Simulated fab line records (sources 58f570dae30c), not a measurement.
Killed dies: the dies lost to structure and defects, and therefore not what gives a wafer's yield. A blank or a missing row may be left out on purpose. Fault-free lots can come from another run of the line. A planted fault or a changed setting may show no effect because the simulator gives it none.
Which tool was responsible? + flow berkeley_cmos170 + 15 lots, 45 wafers sampled, at 4 steps of a route of 331

== WHAT EACH GAUGE READ, for each wafer ==
UCB170_NVT_OVL_MEAS_06.
| lot  | measured     | on         | NVT_OVL (nm) |
|------|--------------|------------|--------------|
| L271 | day 6 21:13  | overlay-02 | 10 1 4       |
| L272 | day 6 21:40  | overlay-01 | -2 0 0       |
| L274 | day 7 07:17  | overlay-01 | 1 3 0        |
| L273 | day 7 08:07  | overlay-02 | -1 -3 -1     |
| L276 | day 7 16:11  | overlay-01 | 0 -1 -5      |
| L277 | day 7 16:21  | overlay-02 | 4 -4 0       |
| L281 | day 9 06:19  | overlay-01 | 1 -8 -2      |
| L284 | day 9 19:55  | overlay-02 | 5 5 7        |
| L285 | day 10 16:16 | overlay-02 | -3 -11 -7    |
| L286 | day 10 16:25 | overlay-01 | 9 10 13      |
| L287 | day 10 16:41 | overlay-01 | 1 1 7        |
| L289 | day 11 04:06 | overlay-01 | -11 -10 -10  |
| L290 | day 11 04:20 | overlay-02 | -5 6 -1      |
| L291 | day 11 18:40 | overlay-02 | -11 -14 -13  |
| L293 | day 12 01:18 | overlay-01 | 1 9 7        |

UCB170_GATE_THK_MEAS_02.
| lot  | measured     | on            | GATE_OXIDE_THK (nm) |
|------|--------------|---------------|---------------------|
| L271 | day 7 04:44  | film_metro-03 | 6.55 6.56 6.48      |
| L272 | day 7 04:45  | film_metro-01 | 6.48 6.45 6.47      |
| L274 | day 7 16:05  | film_metro-03 | 6.55 6.51 6.54      |
| L273 | day 7 16:05  | film_metro-01 | 6.55 6.63 6.57      |
| L276 | day 8 04:10  | film_metro-02 | 6.68 6.61 6.59      |
| L277 | day 8 04:09  | film_metro-03 | 6.63 6.61 6.63      |
| L281 | day 9 20:13  | film_metro-03 | 6.52 6.53 6.53      |
| L284 | day 10 08:19 | film_metro-01 | 6.67 6.72 6.69      |
| L285 | day 11 03:05 | film_metro-02 | 6.85 6.64 6.59      |
| L286 | day 11 03:02 | film_metro-02 | 6.60 6.58 6.70      |
| L287 | day 11 03:05 | film_metro-03 | 6.69 6.66 6.47      |
| L289 | day 11 11:06 | film_metro-03 | 6.67 6.67 6.71      |
| L290 | day 11 11:05 | film_metro-01 | 6.54 6.49 6.51      |
| L291 | day 12 05:25 | film_metro-02 | 6.54 6.44 6.43      |
| L293 | day 12 10:11 | film_metro-03 | 6.74 6.85 6.71      |

UCB170_PSD_CD_MEAS_06: the cd target is 1200 nm.
| lot  | measured     | on        | cd_nm (nm)           |
|------|--------------|-----------|----------------------|
| L271 | day 8 05:11  | cd_sem-02 | 1196.8 1197.4 1196.9 |
| L272 | day 8 05:02  | cd_sem-02 | 1198.4 1198.0 1198.7 |
| L274 | day 8 18:23  | cd_sem-02 | 1201.0 1201.8 1201.5 |
| L273 | day 8 18:14  | cd_sem-01 | 1200.3 1197.7 1198.7 |
| L276 | day 9 09:12  | cd_sem-02 | 1201.9 1202.8 1203.0 |
| L277 | day 9 08:54  | cd_sem-01 | 1198.0 1199.7 1197.8 |
| L281 | day 10 23:49 | cd_sem-02 | 1200.1 1199.4 1198.6 |
| L284 | day 11 00:02 | cd_sem-01 | 1201.8 1203.0 1202.8 |
| L285 | day 12 03:13 | cd_sem-01 | 1201.6 1200.1 1202.0 |
| L286 | day 12 02:33 | cd_sem-01 | 1198.2 1198.6 1198.1 |
| L287 | day 12 02:20 | cd_sem-01 | 1200.6 1202.0 1201.4 |
| L289 | day 12 05:08 | cd_sem-01 | 1200.8 1201.1 1200.5 |
| L290 | day 12 05:19 | cd_sem-02 | 1198.1 1197.3 1196.8 |
| L291 | day 13 19:54 | cd_sem-01 | 1202.0 1200.7 1201.0 |
| L293 | day 14 04:10 | cd_sem-02 | 1200.2 1200.1 1199.4 |

== EACH LOT AND THE TOOL THAT RAN IT (in order: tool; ch and the chambers of the sampled wafers; start) ==
| lot  | UCB170_PLDD_EXPOSE_03             |
|------|-----------------------------------|
| L271 | krf_scanner-01 ch 0, day 7 14:18  |
| L272 | krf_scanner-02 ch 0, day 7 14:34  |
| L274 | krf_scanner-01, day 8 03:20       |
| L273 | krf_scanner-01, day 8 03:58       |
| L276 | krf_scanner-01 ch 0, day 8 19:31  |
| L277 | krf_scanner-01, day 8 19:01       |
| L281 | krf_scanner-01 ch 0, day 10 11:04 |
| L284 | krf_scanner-01 ch 0, day 10 17:56 |
| L285 | krf_scanner-02 ch 0, day 11 14:04 |
| L286 | krf_scanner-02 ch 0, day 11 13:33 |
| L287 | krf_scanner-02 ch 0, day 11 13:45 |
| L289 | krf_scanner-01 ch 0, day 11 20:58 |
| L290 | krf_scanner-01 ch 0, day 11 21:04 |
| L291 | krf_scanner-02 ch 0, day 12 16:02 |
| L293 | krf_scanner-02 ch 0, day 13 13:13 |
- UCB170_PLDD_EXPOSE_03: exposes mask PSELECT, target cd 1200 nm.

== WHAT THE TOOLS THEMSELVES READ (means of the sampled wafers that have a number; where no wafer has one, the mark that the record gives instead) ==
UCB170_PLDD_EXPOSE_03.
| lot  | tool           | exposure_dose_mJ_cm2 | focus_offset_nm (nm) | reticle_temp_C (C) |
|------|----------------|----------------------|----------------------|--------------------|
| L271 | krf_scanner-01 | 29.994               | 0.3                  | 22.86              |
| L272 | krf_scanner-02 | 30.008               | -0.6                 | 22.87              |
| L274 | krf_scanner-01 | -                    | -                    | -                  |
| L273 | krf_scanner-01 | -                    | -                    | -                  |
| L276 | krf_scanner-01 | 29.997               | -0.7                 | 22.98              |
| L277 | krf_scanner-01 | -                    | -                    | -                  |
| L281 | krf_scanner-01 | 29.981               | -0.0                 | 23.00              |
| L284 | krf_scanner-01 | 29.979               | 0.6                  | 23.05              |
| L285 | krf_scanner-02 | 30.009               | -0.1                 | 22.98              |
| L286 | krf_scanner-02 | 30.024               | 0.1                  | 23.09              |
| L287 | krf_scanner-02 | 29.978               | 0.6                  | 23.14              |
| L289 | krf_scanner-01 | 30.003               | 0.6                  | 23.19              |
| L290 | krf_scanner-01 | 29.987               | 0.2                  | 23.00              |
| L291 | krf_scanner-02 | 29.968               | -0.1                 | 22.99              |
| L293 | krf_scanner-02 | 29.966               | 0.7                  | 22.94              |

== THE ANSWER, worked out from the rows above alone ==
Rule: the usual values come from the lots themselves. Put in order of their means at a reading, lots are off if they are a third of the lots or fewer, leave a main group of 4 or more, and stand apart from it by a gap of 3 or more times the standard deviation of the main group's means; of several such gaps the widest counts. Not used: any main group whose means are identical at the precision the tables above print for the reading. Also off: a lot with no number at a reading for which 4 or more lots have one. Any other lot the step has rows for is counted as sound. Order of review: gauges by route order, followed by the tools' own readings, for which a lot's mean as printed above is used. At the first step where some lot is off, the reading lying furthest off is the one used; lots without a number count as furthest.
Off: L274, L273, L277, at UCB170_PLDD_EXPOSE_03 (exposure_dose_mJ_cm2). Without a number there: L274, L273, L277. The main group has a mean of 29.991 with a standard deviation of 0.017.
A tool fits if, at that step or a process step before it, it ran every lot that is off, and no sound lot after the first of them. Of those tried, none fits.

== WHAT THE SIMULATOR HAD INSERTED ==
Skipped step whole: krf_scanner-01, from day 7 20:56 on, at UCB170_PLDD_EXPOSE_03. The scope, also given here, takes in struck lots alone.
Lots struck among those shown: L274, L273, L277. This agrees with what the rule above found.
